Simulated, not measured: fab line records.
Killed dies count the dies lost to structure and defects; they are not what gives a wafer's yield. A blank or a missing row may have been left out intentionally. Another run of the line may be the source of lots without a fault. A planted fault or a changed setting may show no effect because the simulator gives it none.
fab line records	flow ritCmos
record lots=6	wafers=18	lastDay=7
route steps=202 shown SPACER@127 NSD@131 PSD@142 SDANNEAL@153 PLDD@159 M1@202
lots that met no fault: from a run of the same line without faults
startH: the number of hours between the record's first day and the start of the first shown wafer of the lot	waitH: how many hours have passed since the lot's step before this one	" the same as in the row above	L1.1+2: a single row standing in for several wafers	- either no value or no given start	* or withheld: withheld	< > ~ a bound
route shown NAME@n: names a module that has steps shown in the file, with the first one's number in the route	usual: the fault-free wafers' mean and standard deviation	same: alike in all rows	chamber/n: place in a boat	sites: each site's reading	_std_site: standard deviation of those values	_edge_site: mean of outer sites minus mean of inner sites	radiusMm: how far each site lies from the wafer's centre	mask NAME#n: copy n	behind: the tool/chamber that last shaped the wafer	hold: the reason the lot was held/the length of the hold in hours/how it ended	device: names the non-switching transistor (n, p or np)	end of line: tests of these same wafers at the route's end	a step given without rows: its recipe and nothing more	killed: dies lost to structure and defects at the first sort, not the wafer's yield	map: a wafer's dies, x killed, . not, _ none there
set.NAME: setting as actually run; set.NAME@STEP: the setting as run at that earlier step	model.NAME: the simulator's own value behind a step, which no gauge read
lots at some steps of the route; a table a step, a row a wafer
services: from which hour (startH, from the record's first day; less than 0 if before it) a tool's chamber was out of use, for how many hours, and why
## steps
# step RIT_SPACER_CLEAN_02
# recipe chemistry=SC2	mix=3:3:50	timeS=600	tempC=75	dry=n2Spin
# step RIT_SPACER_CVD_03
# recipe material=Si3N4	targetThkNm=250	tempC=810	precursor=SiH2Cl2/NH3	timeS=3300	pressureMtorr=300	sih2cl2FlowSccm=60	nh3FlowSccm=153.7
# step RIT_SPACER_THK_MEAS_04
# recipe reads=Si3N4_of_SPACER_CVD_03
# usual SPACER_NITRIDE_THK=254.1/2.1
lot.wafer	tool	chamber	startH	waitH	SPACER_NITRIDE_THK[nm]
L401.1	filmMetro-02	-	57.03	0.0	253.7
L401.5	"	-	"	"	252.7
L401.6	"	-	"	"	253.9
L403.1	filmMetro-02	-	65.56	0.0	255.5
L403.4	"	-	"	"	256.3
L403.6	"	-	"	"	253.7
L405.1	filmMetro-02	-	72.15	0.0	252.8
L405.2	"	-	"	"	254.8
L405.5	"	-	"	"	254.6
L406.1	filmMetro-02	-	84.47	0.0	254.2
L406.2	"	-	"	"	254.6
L406.5	"	-	"	"	255.0
L407.1	filmMetro-03	-	88.00	0.0	253.9
L407.3	"	-	"	"	252.3
L407.4	"	-	"	"	255.8
L422.2	filmMetro-03	-	157.08	0.0	256.4
L422.4	"	-	"	"	256.7
L422.5	"	-	"	"	257.9
# step RIT_SPACER_ETCHBACK_05
# recipe targetDepthA=2500	SF6_flow_sccm=30	CHF3_flow_sccm=30	target=Si3N4	chemistry=SF6/CHF3	pressureMtorr=40	rfW=250	timeS=240	stopOn=SiO2
# usual drypumpMotorCurrentA=5.7/0.38	oesProductAu=0.851/0.014	throttleValvePct=10.22/0.17
lot.wafer	tool	chamber	startH	waitH	drypumpMotorCurrentA	oesProductAu	rfHoursCounterH	throttleValvePct
L401.1	rieDiel-01	3	57.09	0.1	5.7	0.854	117	10.29
L401.5	"	0	"	"	5.5	0.852	-	10.60
L401.6	"	1	"	"	5.8	0.828	-	10.06
L403.1	rieDiel-03	1	65.62	0.1	5.3	0.860	4	10.05
L403.4	"	0	"	"	6.0	0.868	2	10.18
L403.6	"	0	"	"	6.1	0.866	-	10.17
L405.1	rieDiel-02	1	72.21	0.1	5.3	0.828	94	10.25
L405.2	"	0	"	"	6.0	0.831	164	10.38
L405.5	"	0	"	"	6.0	0.828	-	10.37
L406.1	rieDiel-02	1	84.53	0.1	5.3	0.830	95	10.25
L406.2	"	3	"	"	5.0	0.858	13	10.50
L406.5	"	3	"	"	5.0	0.864	-	10.53
L407.1	rieDiel-01	2	88.06	0.1	6.4	0.858	116	10.19
L407.3	"	1	"	"	5.8	0.826	123	10.06
L407.4	"	0	"	"	5.5	0.856	8	10.62
L422.2	rieDiel-03	2	157.13	0.0	6.2	0.878	136	9.97
L422.4	"	3	"	"	5.8	0.851	140	10.25
L422.5	"	2	"	"	6.2	0.867	-	9.98
# step RIT_NSD_HMDS_00
# recipe primeTimeS=60	primeTempC=140
# step RIT_NSD_COAT_01
# recipe resist=NOVOLAK	spinRpm=3250	resistThkNm=1000
# step RIT_NSD_SOFTBAKE_02
# recipe resist=NOVOLAK	tempC=90	timeS=60
# step RIT_NSD_EXPOSE_03
# recipe maskId=M9	na=0.57	targetCdNm=40700	doseMj=250
# step RIT_NSD_PEB_04
# recipe resist=NOVOLAK	tempC=withheld	timeS=withheld
# step RIT_NSD_DEVELOP_05
# recipe resist=NOVOLAK	developTimeS=50	devTempC=23
# step RIT_NSD_OVL_MEAS_06
# usual NSD_OVL=0.9/1.4
lot.wafer	tool	chamber	startH	waitH	NSD_OVL[nm]
L401.1	overlay-01	-	58.21	-	1.5
L401.5	"	-	"	"	0.5
L401.6	"	-	"	"	2.1
L403.1	overlay-02	-	66.75	-	3.8
L403.4	"	-	"	"	3.6
L403.6	"	-	"	"	4.2
L405.1	overlay-01	-	73.34	-	0.7
L405.2	"	-	"	"	1.7
L405.5	"	-	"	"	1.3
L406.1	overlay-01	-	85.53	-	1.7
L406.2	"	-	"	"	1.7
L406.5	"	-	"	"	-0.2
L407.1	overlay-02	-	89.19	-	3.6
L407.3	"	-	"	"	4.6
L407.4	"	-	"	"	5.4
L422.2	overlay-01	-	158.42	-	1.2
L422.4	"	-	"	"	2.5
L422.5	"	-	"	"	0.3
# step RIT_NSD_HARDBAKE_07
# recipe resist=NOVOLAK	tempC=140	timeS=60
# step RIT_NSD_IMPLANT_08
# recipe species=P	energyKev=25	doseCm2=1e+15	tiltDeg=7
# usual doseIonsCm2=1e+15/9.8e+11	endStationPressureTorr=7.6e-06/3.9e-07	faradayCurrentUA=3134/64
lot.wafer	tool	chamber	startH	waitH	doseIonsCm2	endStationPressureTorr	faradayCurrentUA
L401.1	implanter-03	0	58.40	0.1	9.997e+14	7.1e-06	3014
L401.5	"	0	"	"	9.992e+14	7.8e-06	3172
L401.6	"	0	"	"	9.986e+14	7.3e-06	3269
L403.1	implanter-03	0	67.17	0.1	9.991e+14	8e-06	3267
L403.4	"	0	"	"	1.0014e+15	8.2e-06	3098
L403.6	"	0	"	"	9.986e+14	8e-06	3120
L405.1	implanter-03	0	73.52	0.1	1.5762e+15	8.5e-06	4866
L405.2	"	0	"	"	1.5769e+15	8.4e-06	4988
L405.5	"	0	"	"	1.5767e+15	9.3e-06	4949
L406.1	implanter-04	0	85.72	0.1	1.0006e+15	7.1e-06	3125
L406.2	"	0	"	"	1.0012e+15	7.4e-06	3134
L406.5	"	0	"	"	1.0006e+15	7.5e-06	3242
L407.1	implanter-03	0	89.37	0.1	1.5757e+15	9e-06	4928
L407.3	"	0	"	"	1.5774e+15	8.8e-06	4943
L407.4	"	0	"	"	1.5758e+15	9e-06	5071
L422.2	implanter-04	0	158.62	0.1	1.0011e+15	7.8e-06	3106
L422.4	"	0	"	"	9.994e+14	7.9e-06	3021
L422.5	"	0	"	"	9.98e+14	6.7e-06	3225
# step RIT_NSD_STRIP_09
# recipe chemistry=O2	timeS=180	resist=NOVOLAK	platenTempC=withheld	powerW=500	pressureMtorr=4000	o2FlowSccm=4000
# usual drypumpMotorCurrentA=5.5/0.46
lot.wafer	tool	chamber	startH	waitH	drypumpMotorCurrentA	rfHoursCounterH
L401.1	plasmaAsher-03	1	58.55	0.1	5.1	26
L401.5	"	1	"	"	5.1	-
L401.6	"	0	"	"	6.0	-
L403.1	plasmaAsher-02	1	67.32	0.1	4.9	39
L403.4	"	1	"	"	4.9	-
L403.6	"	1	"	"	4.9	-
L405.1	plasmaAsher-02	0	73.67	0.1	5.9	40
L405.2	"	1	"	"	4.9	40
L405.5	"	1	"	"	4.9	-
L406.1	plasmaAsher-02	1	85.87	0.1	4.9	41
L406.2	"	0	"	"	5.9	41
L406.5	"	1	"	"	4.9	-
L407.1	plasmaAsher-02	0	89.52	0.1	5.8	42
L407.3	"	1	"	"	5.0	-
L407.4	"	0	"	"	5.9	-
L422.2	plasmaAsher-01	0	158.75	0.1	5.9	54
L422.4	"	1	"	"	5.6	-
L422.5	"	0	"	"	5.9	-
# step RIT_NSD_TW_MEAS_10
# usual NSD_TW=3093/29
lot.wafer	tool	chamber	startH	waitH	NSD_TW
L401.1	filmMetro-04	-	58.72	0.1	3125
L401.5	"	-	"	"	3122
L401.6	"	-	"	"	3122
L403.1	filmMetro-03	-	67.50	0.1	3121
L403.4	"	-	"	"	3113
L403.6	"	-	"	"	3117
L405.1	filmMetro-03	-	73.85	0.1	3400
L405.2	"	-	"	"	3401
L405.5	"	-	"	"	3390
L406.1	filmMetro-04	-	86.04	0.1	3114
L406.2	"	-	"	"	3126
L406.5	"	-	"	"	3148
L407.1	filmMetro-02	-	89.70	0.1	3347
L407.3	"	-	"	"	3336
L407.4	"	-	"	"	3339
L422.2	filmMetro-02	-	158.93	0.1	3063
L422.4	"	-	"	"	3075
L422.5	"	-	"	"	3070
# step RIT_PSD_HMDS_00
# recipe primeTimeS=60	primeTempC=140
# step RIT_PSD_COAT_01
# recipe resist=NOVOLAK	spinRpm=3250	resistThkNm=1000
# step RIT_PSD_SOFTBAKE_02
# recipe resist=NOVOLAK	tempC=90	timeS=60
# step RIT_PSD_EXPOSE_03
# recipe maskId=M10	na=0.57	targetCdNm=40900	doseMj=250
# step RIT_PSD_PEB_04
# recipe resist=NOVOLAK	tempC=withheld	timeS=withheld
# step RIT_PSD_DEVELOP_05
# recipe resist=NOVOLAK	developTimeS=50	devTempC=23
# step RIT_PSD_OVL_MEAS_06
# usual PSD_OVL=0.4/1.4
lot.wafer	tool	chamber	startH	waitH	PSD_OVL[nm]
L401.1	overlay-02	-	59.76	-	1.5
L401.5	"	-	"	"	-0.2
L401.6	"	-	"	"	-0.9
L403.1	overlay-02	-	68.71	-	3.1
L403.4	"	-	"	"	1.0
L403.6	"	-	"	"	0.1
L405.1	overlay-01	-	74.76	-	-1.4
L405.2	"	-	"	"	-0.6
L405.5	"	-	"	"	0.8
L406.1	overlay-02	-	86.95	-	2.4
L406.2	"	-	"	"	0.1
L406.5	"	-	"	"	0.8
L407.1	overlay-01	-	90.64	-	0.0
L407.3	"	-	"	"	0.8
L407.4	"	-	"	"	-0.1
L422.2	overlay-02	-	159.84	-	2.2
L422.4	"	-	"	"	1.2
L422.5	"	-	"	"	-0.6
# step RIT_PSD_HARDBAKE_07
# recipe resist=NOVOLAK	tempC=140	timeS=60
# step RIT_PSD_IMPLANT_08
# recipe species=BF2	energyKev=26.85	doseCm2=5e+15	tiltDeg=7
# step RIT_PSD_STRIP_09
# recipe chemistry=O2	timeS=180	resist=NOVOLAK	platenTempC=withheld	powerW=500	pressureMtorr=4000	o2FlowSccm=4000
# usual drypumpMotorCurrentA=5.5/0.46
lot.wafer	tool	chamber	startH	waitH	drypumpMotorCurrentA	rfHoursCounterH
L401.1	plasmaAsher-03	1	60.19	0.1	5.0	26
L401.5	"	0	"	"	6.1	-
L401.6	"	1	"	"	5.0	-
L403.1	plasmaAsher-04	0	69.07	0.1	5.7	43
L403.4	"	1	"	"	5.3	-
L403.6	"	0	"	"	5.7	-
L405.1	plasmaAsher-02	1	75.09	0.1	5.0	40
L405.2	"	0	"	"	5.9	40
L405.5	"	1	"	"	4.9	-
L406.1	plasmaAsher-02	1	87.29	0.1	4.9	42
L406.2	"	0	"	"	5.8	42
L406.5	"	1	"	"	4.9	-
L407.1	plasmaAsher-02	1	90.97	0.1	4.9	42
L407.3	"	0	"	"	5.9	-
L407.4	"	1	"	"	4.9	-
L422.2	plasmaAsher-04	1	160.17	0.1	5.2	4
L422.4	"	0	"	"	5.6	-
L422.5	"	0	"	"	5.6	-
# step RIT_PSD_TW_MEAS_10
# usual PSD_TW=3403/28
lot.wafer	tool	chamber	startH	waitH	PSD_TW
L401.1	filmMetro-02	-	60.36	0.1	3373
L401.5	"	-	"	"	3375
L401.6	"	-	"	"	3351
L403.1	filmMetro-04	-	69.25	0.1	3439
L403.4	"	-	"	"	3412
L403.6	"	-	"	"	3440
L405.1	filmMetro-04	-	75.27	0.1	3410
L405.2	"	-	"	"	3439
L405.5	"	-	"	"	3432
L406.1	filmMetro-04	-	87.46	0.1	3437
L406.2	"	-	"	"	3435
L406.5	"	-	"	"	3422
L407.1	filmMetro-03	-	91.15	0.1	3419
L407.3	"	-	"	"	3408
L407.4	"	-	"	"	3426
L422.2	filmMetro-04	-	160.35	0.1	3397
L422.4	"	-	"	"	3390
L422.5	"	-	"	"	3389
# step RIT_SDANNEAL_CLEAN_00
# recipe chemistry=SC1	mix=3:3:50	timeS=600	tempC=75
# step RIT_SDANNEAL_CLEAN_01
# recipe chemistry=dHF	dilution=50:1	timeS=30
# step RIT_SDANNEAL_CLEAN_02
# recipe chemistry=SC2	mix=3:3:50	timeS=600	tempC=75	dry=n2Spin
# step RIT_SDANNEAL_RTA_03
# recipe tempC=1050	timeS=5	idleTempC=600	rampUpCPerS=342	rampDownCPerS=171	coolToC=600	ambient=N2
# usual chamberO2Ppm=1.997/0.023	wafer_temp_C_max=1053.5/1.2
lot.wafer	tool	chamber	startH	waitH	chamberO2Ppm	wafer_temp_C_max
L401.1	rtpAnneal-01	0	60.80	0.0	2.016	1055.3
L401.5	"	0	"	"	2.035	1053.5
L401.6	"	0	"	"	2.011	1054.3
L403.1	rtpAnneal-02	0	69.67	0.0	1.996	1052.7
L403.4	"	0	"	"	2.034	1053.7
L403.6	"	0	"	"	1.972	1053.3
L405.1	rtpAnneal-01	0	75.80	0.0	1.972	1052.4
L405.2	"	0	"	"	1.975	1051.4
L405.5	"	0	"	"	2.011	1053.4
L406.1	rtpAnneal-02	0	87.89	0.0	1.986	1054.5
L406.2	"	0	"	"	2.015	1054.1
L406.5	"	0	"	"	2.003	1052.9
L407.1	rtpAnneal-02	0	91.59	0.0	2.006	1052.3
L407.3	"	0	"	"	1.963	1055.2
L407.4	"	0	"	"	1.980	1054.2
L422.2	rtpAnneal-01	0	160.81	0.0	1.952	1053.1
L422.4	"	0	"	"	1.988	1052.1
L422.5	"	0	"	"	1.943	1055.3
# step RIT_SDANNEAL_RS_MEAS_04
# recipe thkMeasGauge=four-point-probe
# usual PSD_RS=116.4/0.33
lot.wafer	tool	chamber	startH	waitH	PSD_RS[ohm/sq]
L401.1	filmMetro-02	-	60.86	0.0	116.7
L401.5	"	-	"	"	116.5
L401.6	"	-	"	"	116.5
L403.1	filmMetro-03	-	69.73	0.0	116.7
L403.4	"	-	"	"	116.6
L403.6	"	-	"	"	117.1
L405.1	filmMetro-02	-	75.86	0.0	116.5
L405.2	"	-	"	"	116.8
L405.5	"	-	"	"	116.8
L406.1	filmMetro-02	-	87.95	0.0	116.7
L406.2	"	-	"	"	117.0
L406.5	"	-	"	"	117.1
L407.1	filmMetro-02	-	91.65	0.0	116.3
L407.3	"	-	"	"	116.1
L407.4	"	-	"	"	116.5
L422.2	filmMetro-02	-	160.88	0.1	117.3
L422.4	"	-	"	"	117.0
L422.5	"	-	"	"	117.0
# step RIT_SDANNEAL_RS_MEAS_05
# recipe thkMeasGauge=four-point-probe
# usual NSD_RS=84.7/0.32
lot.wafer	tool	chamber	startH	waitH	NSD_RS[ohm/sq]
L401.1	filmMetro-02	-	60.98	0.1	85.3
L401.5	"	-	"	"	85.0
L401.6	"	-	"	"	85.1
L403.1	filmMetro-03	-	69.85	0.1	84.1
L403.4	"	-	"	"	84.5
L403.6	"	-	"	"	84.2
L405.1	filmMetro-02	-	75.98	0.1	60.4
L405.2	"	-	"	"	60.5
L405.5	"	-	"	"	60.5
L406.1	filmMetro-02	-	88.07	0.1	84.5
L406.2	"	-	"	"	84.5
L406.5	"	-	"	"	84.2
L407.1	filmMetro-02	-	91.77	0.1	60.2
L407.3	"	-	"	"	60.2
L407.4	"	-	"	"	60.1
L422.2	filmMetro-02	-	161.00	0.1	84.8
L422.4	"	-	"	"	84.5
L422.5	"	-	"	"	84.7
# step RIT_SDANNEAL_RS_MEAS_06
# recipe thkMeasGauge=four-point-probe
# usual PLDD_RS=178.8/0.52
lot.wafer	tool	chamber	startH	waitH	PLDD_RS[ohm/sq]
L401.1	filmMetro-02	-	61.10	0.1	179.3
L401.5	"	-	"	"	178.8
L401.6	"	-	"	"	178.4
L403.1	filmMetro-03	-	69.97	0.1	178.5
L403.4	"	-	"	"	179.0
L403.6	"	-	"	"	179.8
L405.1	filmMetro-02	-	76.10	0.1	178.3
L405.2	"	-	"	"	178.9
L405.5	"	-	"	"	179.0
L406.1	filmMetro-02	-	88.19	0.1	179.3
L406.2	"	-	"	"	179.6
L406.5	"	-	"	"	179.0
L407.1	filmMetro-02	-	91.89	0.1	179.1
L407.3	"	-	"	"	178.8
L407.4	"	-	"	"	179.6
L422.2	filmMetro-02	-	161.12	0.1	179.1
L422.4	"	-	"	"	179.8
L422.5	"	-	"	"	178.8
# step RIT_M1_PROBE_99
# usual killedAtContacts=0.1/0.29	killedAtFrontEnd=6/3	killedDies=7/3.1	killedOpen=3.2/1.9	killedShort=3.3/1.9
# same grossDies=264	killed_at_M0_to_M3=0	killed_at_M4_up=0	killedAtBackSide=0	killedAtOther=0
lot.wafer	tool	chamber	startH	waitH	killedAtContacts	killedAtFrontEnd	killedDies	killedOpen	killedShort	model.etest.nmos_0p3.rOnOhmUm	model.etest.nmos_0p15.rOnOhmUm	model.etest.nmos_0p15.driveUaUm	model.etest.contactNplus.endOhmUm	model.etest.nmosNarrow.driveUaUm	model.etest.nmos_0p3.driveUaUm	model.etest.npolyLine.rsOhmSq	model.etest.nmos_0p15.toxInvNm
L401.1	prober-02	-	68.84	0.1	0	8	8	6	2	2177	1121	471.3	42.95	224	222.3	16.83	4.54
L401.5	prober-02	-	69.04	0.2	1	6	7	3	4	2176	1145	462.1	42.68	220.6	218.9	16.93	4.542
L401.6	prober-02	-	69.09	0.2	0	10	10	7	3	2179	1102	464.8	40.93	223.5	218.8	16.87	4.59
L403.1	prober-01	-	77.35	0.1	0	6	6	3	3	2136	1122	467.1	42.4	231.9	226.4	16.82	4.516
L403.4	prober-01	-	77.50	0.2	0	12	12	7	5	2135	1137	463.6	41.63	235.1	231	16.82	4.454
L403.6	prober-01	-	77.60	0.2	0	4	4	1	3	2156	1134	463.9	42.22	230.9	225.9	16.73	4.497
L405.1	prober-02	-	84.73	0.1	0	11	11	5	6	2038	1070	495.1	23.32	244	242.6	16.4	4.157
L405.2	prober-02	-	84.78	0.1	0	6	6	4	2	2064	1079	492	23.32	239	238	16.34	4.176
L405.5	prober-02	-	84.93	0.2	0	2	2	1	1	2044	1068	492.2	23.03	243	240.3	16.31	4.229
L406.1	prober-01	-	95.53	0.1	0	9	9	4	5	2179	1176	461.6	41.55	226.1	225.9	16.76	4.447
L406.2	prober-01	-	95.58	0.1	0	6	6	4	2	2178	1164	456.4	40.89	222.5	220.8	16.78	4.502
L406.5	prober-01	-	95.73	0.2	0	6	6	2	4	2176	1149	456.6	40.91	223.7	221.3	16.64	4.49
L407.1	prober-01	-	100.05	0.1	0	7	7	4	3	2033	1038	501	22.76	240.7	238.2	16.25	4.224
L407.3	prober-01	-	100.15	0.2	0	7	7	2	5	2061	1027	485.5	22.28	230.3	230.4	16.36	4.326
L407.4	prober-01	-	100.20	0.2	0	4	4	0	4	2028	1035	500.4	23.21	240.5	240.5	16.37	4.202
L422.2	prober-01	-	168.72	0.1	0	3	3	1	2	2190	1202	452.8	45.37	226	224.7	16.45	4.399
L422.4	prober-01	-	168.82	0.2	0	5	5	1	4	2144	1116	470.8	42.61	228.3	223.5	16.74	4.52
L422.5	prober-01	-	168.87	0.2	0	6	6	2	4	2201	1166	460.2	43.28	227.2	225.8	16.73	4.434
# killed by level:class
L401.1 GATE:geometricParticle:open=2 FOX1:geometricParticle:open=1 FOX2:geometricParticle:open=1 GATE:geometricParticle:short=1 SPACER:geometricParticle:open=1 SPACER:geometricParticle:short=1 SILICIDE:geometricParticle:open=1
L401.5 FOX2:geometricParticle:short=3 GATE:geometricParticle:open=1 REOX:geometricParticle:short=1 SPACER:geometricParticle:open=1 CONTACT:geometricParticle:open=1
L401.6 GATE:geometricParticle:open=5 FOX1:geometricParticle:open=2 GATE:geometricParticle:short=1 REOX:geometricParticle:short=1 SPACER:geometricParticle:short=1
L403.1 FOX1:geometricParticle:short=2 GATE:geometricParticle:open=2 SPACER:geometricParticle:open=1 SPACER:geometricParticle:short=1
L403.4 SPACER:geometricParticle:open=4 SPACER:geometricParticle:short=3 GATE:geometricParticle:short=2 FOX1:geometricParticle:open=1 GATE:geometricParticle:open=1 SILICIDE:geometricParticle:open=1
L403.6 FOX1:geometricParticle:short=2 FOX2:geometricParticle:open=1 GATE:geometricParticle:short=1
L405.1 SPACER:geometricParticle:open=3 SPACER:geometricParticle:short=3 REOX:geometricParticle:short=2 GATE:geometricParticle:open=1 GATE:geometricParticle:short=1 SILICIDE:geometricParticle:open=1
L405.2 REOX:geometricParticle:open=3 GATE:geometricParticle:short=1 GATE:geometricParticle:open=1 REOX:geometricParticle:short=1
L405.5 GATE:geometricParticle:open=1 SPACER:geometricParticle:short=1
L406.1 FOX1:geometricParticle:short=3 GATE:geometricParticle:open=3 GATE:geometricParticle:short=1 REOX:geometricParticle:short=1 SPACER:geometricParticle:open=1
L406.2 GATE:geometricParticle:open=3 GATE:geometricParticle:short=1 REOX:geometricParticle:short=1 SILICIDE:geometricParticle:open=1
L406.5 FOX1:geometricParticle:short=3 FOX1:geometricParticle:open=1 GATE:geometricParticle:short=1 GATE:geometricParticle:open=1
L407.1 REOX:geometricParticle:open=3 GATE:geometricParticle:short=1 REOX:geometricParticle:short=1 SPACER:geometricParticle:open=1 SPACER:geometricParticle:short=1
L407.3 GATE:geometricParticle:short=2 REOX:geometricParticle:short=2 GATE:geometricParticle:open=1 SPACER:geometricParticle:open=1 SILICIDE:geometricParticle:short=1
L407.4 FOX1:geometricParticle:short=3 GATE:geometricParticle:short=1
L422.2 GATE:geometricParticle:open=1 REOX:geometricParticle:short=1 SPACER:geometricParticle:short=1
L422.4 GATE:geometricParticle:short=2 SPACER:geometricParticle:short=2 GATE:geometricParticle:open=1
L422.5 SILICIDE:geometricParticle:short=4 GATE:geometricParticle:open=1 SILICIDE:geometricParticle:open=1
## services
tool	chamber	startH	hours	kind
implanter-04	-	48.11	2.4	repair
rieDiel-02	2	54.87	9.7	repair
rieDiel-02	1	56.41	3.8	repair
rtpAnneal-01	-	76.97	56.8	pm
implanter-03	-	90.17	6.3	repair
rieDiel-03	1	92.61	8.8	repair
rieDiel-02	0	102.34	1.8	repair
rieDiel-02	0	104.12	-	clean
rieDiel-02	0	104.12	21.6	scheduledDown
rieDiel-02	0	104.12	21.6	ventCycle
plasmaAsher-04	-	108.75	9.0	pm
plasmaAsher-04	0	108.75	9.0	ventCycle
plasmaAsher-04	1	108.75	9.0	ventCycle
plasmaAsher-04	0	117.75	-	clean
plasmaAsher-04	1	117.75	-	clean
rtpAnneal-02	-	133.77	3.7	pm
rieDiel-02	1	147.97	7.0	repair
plasmaAsher-01	-	150.73	4.3	repair
rieDiel-02	-	151.56	14.6	pm
## key
firstSign step=RIT_NSD_IMPLANT_08	reading=doseIonsCm2	direction=up	sigmas=99+	usual=1e+15	struck=1.5764e+15
effect step=RIT_NSD_IMPLANT_08	reading=faradayCurrentUA	direction=up	sigmas=29	usual=3134	struck=4957
effect step=RIT_NSD_TW_MEAS_10	reading=NSD_TW	direction=up	sigmas=9.6	usual=3093	struck=3369
effect step=RIT_SDANNEAL_RS_MEAS_05	reading=NSD_RS	direction=down	sigmas=76	usual=84.7	struck=60.3
modelEffect step=RIT_M1_PROBE_99	value=etest.nmos_0p3.rOnOhmUm	without=2201	struck=2045
metAt RIT_NSD_IMPLANT_08
struckWafers L405.1,L405.2,L405.5,L407.1,L407.3,L407.4
testerLeftOut L405,L407
onsetBetween 67.17 73.52
fault kind=processParameterDrift	tool=implanter-03	chamber=-	onsetH=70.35	steps=RIT_NSD_IMPLANT_08	channel=doseCm2	offset=5.7585e+14	shape=step	endH=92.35	actsIn=theseRecipesOnly	stated=1e+15
# testerLeftOut: of these lots the tester's yield and bins aren't shown, on N5 and GAA mostly nor the transistor test; their killed dies are dies lost to structure and defects alone, not to doping, threshold or leakage, so they don't give the yield
